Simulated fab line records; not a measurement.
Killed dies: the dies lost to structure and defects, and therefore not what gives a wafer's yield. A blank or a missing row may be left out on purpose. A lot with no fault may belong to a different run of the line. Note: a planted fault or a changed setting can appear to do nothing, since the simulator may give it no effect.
Problem report in the 8D (eight disciplines) form, filled by code -- flow rit cmos -- the parts of the form that need people (team, actions taken, sign-off) are left out

## 1. THE ISSUE
SILICIDE_TI_RS at RIT_SILICIDE_RS_MEAS_02 reads a mean of 38.2 ohm/sq on 2 wafers of 2 lots; wafers without a fault read 48.0 ohm/sq with a standard deviation of 0.69. That is -14 standard deviations from the usual mean.
The step: measures by four-point-probe.
The first sign was on wafer L235.1 at day 6 11:04, on film metro-01. At this step, 42 wafers from 14 lots have a number in the record. Rule for "out" (also "out of limits"): further than 4 standard deviations from the usual mean. All remaining wafers that have a number are taken as sound.

## 2. WHAT IT IS; WHAT IT IS NOT
question,is,is not
which readings at this step,SILICIDE_TI_RS,-
which lots,"L235, L237","L220, L221, L222, L223, L225, L226, L228, L230, L231, L236, L238, L242"
which wafers of those lots,"L235.1, L237.2","L235.2, L235.3, L237.3, L237.4"
read on which gauges,"film metro-01, film metro-02",film metro-03
when,from day 6 11:04,"up to then (29 sound wafers); but 11 sound wafers of L236, L237, L238, L242 came after"

## 3. SUSPECTS, AND WHAT RULES EACH OUT
Counting: any tool at a process step up to the reading remains a suspect provided it ran every lot that is out. Sound lots after the first of them don't rule it out here, since some wafers of a struck lot are sound.
- the gauge at RIT_SILICIDE_RS_MEAS_02: ruled out. The wafers that are out were read on 2 gauges (film metro-01, film metro-02).
- pvd sputter-04 at RIT_SILICIDE_SPUTTER_01 (material Ti, target thk 30 nm, time 240 s): kept. It ran every lot that is out, first L235 (day 6 10:55); its last sound lot up to then is L231 (day 5 13:59). Its own readings are out on those wafers: chamber pressure pa.
The count leaves pvd sputter-04 at RIT_SILICIDE_SPUTTER_01.

## 4. THE CAUSE (what the simulator had put in)
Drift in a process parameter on pvd sputter-04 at RIT_SILICIDE_SPUTTER_01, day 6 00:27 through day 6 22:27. From 0.667, the setting chamber pressure pa moved by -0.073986. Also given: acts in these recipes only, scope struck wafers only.
Only this tool survived the counting.

## 5. THE CHAIN OF EFFECTS, in route order
One row per reading whose mean, taken over the struck wafers that have a number, lies over 3 standard deviations from the usual. Readings are gone through only where the record gives a usual standard deviation; hours: the median, over the lots, of the time from a lot's start at the first step in this table giving one to that lot's start at this step; sigmas: the change measured in usual standard deviations.
hours,step,reading,usual,on struck wafers,change,sigmas
0,RIT_SILICIDE_SPUTTER_01,chamber pressure pa,0.6670 Pa,0.5953,-0.0717,-55
0,RIT_SILICIDE_SPUTTER_01,throttle valve pct,30.1 %,32.5,+2.4,+3.1
0,RIT_SILICIDE_RS_MEAS_02,SILICIDE_TI_RS,48.0 ohm/sq,38.2,-9.8,-14
Process steps it contains:
- RIT_SILICIDE_SPUTTER_01: material Ti, target thk 30 nm, time 240 s.

## 6. WHAT WOULD HAVE CAUGHT IT SOONER
The first out-of-limits reading at a measuring or inspecting step in this record came at day 6 11:04, 11 hours after the fault's start at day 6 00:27.
At RIT_SILICIDE_SPUTTER_01, the tool's own readings (chamber pressure pa) were out on each struck wafer the step has a row for, so an alarm limit on them would have fired on the first such wafer.
Of the lots that are out (2), L237 began RIT_SILICIDE_SPUTTER_01 on pvd sputter-04 after day 6 11:04. Holding the tool at that time would have saved it.
